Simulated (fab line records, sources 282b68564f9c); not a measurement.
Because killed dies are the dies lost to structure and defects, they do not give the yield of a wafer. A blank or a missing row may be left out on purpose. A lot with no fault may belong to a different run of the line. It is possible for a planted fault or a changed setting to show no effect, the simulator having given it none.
A single fault, viewed from 2 desks || flow rit cmos || each desk has only its own numbers; what lay behind them comes last

## THE TOOL OWNER'S DESK: furnace-02
The tool's own readings at RIT_FOX2_OXIDATION_00 (target thk 350.7 nm, ox time 1130 s): means of the sampled wafers that have a number, for each lot that ran on this tool. Any lot whose mean is over 4 standard deviations away from the usual mean is out of limits and marked OUT; that distance is given in the brackets.
Columns: A = spike tc centre C at RIT_FOX2_OXIDATION_00, usual 1101.6 C; B = spike tc load C at RIT_FOX2_OXIDATION_00, usual 1125.6 C; C = spike tc source C at RIT_FOX2_OXIDATION_00, usual 1126.4 C; D = tube center temp C at RIT_FOX2_OXIDATION_00, usual 1100 C; E = tube_center_temp_C_max at RIT_FOX2_OXIDATION_00, usual 1102.8
{"lot": "L296", "first seen here": "day 2 03:49", "A": 1101.8, "B": 1123.9, "C": 1126.4, "D": 1100, "E": 1103.3}
{"lot": "L298", "first seen here": "day 2 14:08", "A": 1101.7, "B": 1124.4, "C": 1126.4, "D": 1100, "E": 1102.6}
{"lot": "L301", "first seen here": "day 3 07:12", "A": 1100.7, "B": 1123.9, "C": 1126.6, "D": 1100, "E": 1103.0}
{"lot": "L304", "first seen here": "day 3 19:33", "A": 1101.1, "B": 1125.1, "C": 1126.0, "D": 1100, "E": 1102.7}
{"lot": "L305", "first seen here": "day 4 00:18", "A": 1100.9, "B": 1124.3, "C": 1125.9, "D": 1100, "E": 1102.4}
{"lot": "L307", "first seen here": "day 4 11:09", "A": "1110.7 (+7.6) OUT", "B": "1134.7 (+6.1) OUT", "C": "1136.7 (+8.6) OUT", "D": "1109 (+94) OUT", "E": "1111.9 (+20) OUT"}
{"lot": "L309", "first seen here": "day 4 21:33", "A": "1110.6 (+7.5) OUT", "B": "1134.3 (+5.8) OUT", "C": "1135.9 (+7.9) OUT", "D": "1109 (+93) OUT", "E": "1112.3 (+21) OUT"}
Finding of this desk: L307, L309 out of limits; the first was L307 at day 4 11:09, on spike tc centre C at RIT_FOX2_OXIDATION_00. Within limits: L296, L298, L301, L304, L305.

## THE METROLOGY DESK
Lot by lot, what the gauges showed, no matter which tool ran the lot: averages of those sampled wafers that carry a number. Any lot whose mean is over 4 standard deviations away from the usual mean is out of limits and marked OUT; that distance is given in the brackets.
Columns: A = NWELL_RS at RIT_WELLDRIVE_RS_MEAS_01, usual 275.4 ohm/sq; B = NRETRO_TW at RIT_NRETRO_TW_MEAS_10, usual 1055
{"lot": "L294", "first seen here": "day 2 05:20", "A": 274.9, "B": 1060}
{"lot": "L296", "first seen here": "day 2 16:04", "A": 275.6, "B": 1061}
{"lot": "L297", "first seen here": "day 2 19:33", "A": 275.3, "B": 1038}
{"lot": "L298", "first seen here": "day 3 00:51", "A": 275.6, "B": 1070}
{"lot": "L300", "first seen here": "day 3 10:41", "A": 276.4, "B": 1033}
{"lot": "L301", "first seen here": "day 3 18:44", "A": 275.3, "B": 1066}
{"lot": "L302", "first seen here": "day 3 23:47", "A": 276.1, "B": 1059}
{"lot": "L303", "first seen here": "day 4 01:11", "A": 275.2, "B": 1069}
{"lot": "L304", "first seen here": "day 4 06:13", "A": 275.6, "B": 1063}
{"lot": "L305", "first seen here": "day 4 12:02", "A": 275.6, "B": 1058}
{"lot": "L306", "first seen here": "day 4 16:44", "A": 274.7, "B": 1034}
{"lot": "L307", "first seen here": "day 4 21:49", "A": 275.9, "B": 1066}
{"lot": "L309", "first seen here": "day 5 09:00", "A": 275.3, "B": 1060}
{"lot": "L317", "first seen here": "day 7 06:22", "A": 275.4, "B": 1065}
This desk's verdict: no lot among the 14 shows anything out of limits.

## PUT TOGETHER
An alarm could have come from the tool owner's desk at day 4 11:09, on L307, L309.
Metrology desk: nothing out of limits seen.
The metrology desk holds a record of L307, L309, inside its limits.
The lots listed all ran RIT_FOX2_OXIDATION_00 on furnace-02.

## WHAT THE SIMULATOR PUT IN
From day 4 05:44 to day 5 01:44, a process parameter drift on furnace-02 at RIT_FOX2_OXIDATION_00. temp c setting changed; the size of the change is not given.
Struck lots among those shown: L307, L309.
Each desk's first reading out of limits, in hours after the fault started: the tool owner's desk, 5.
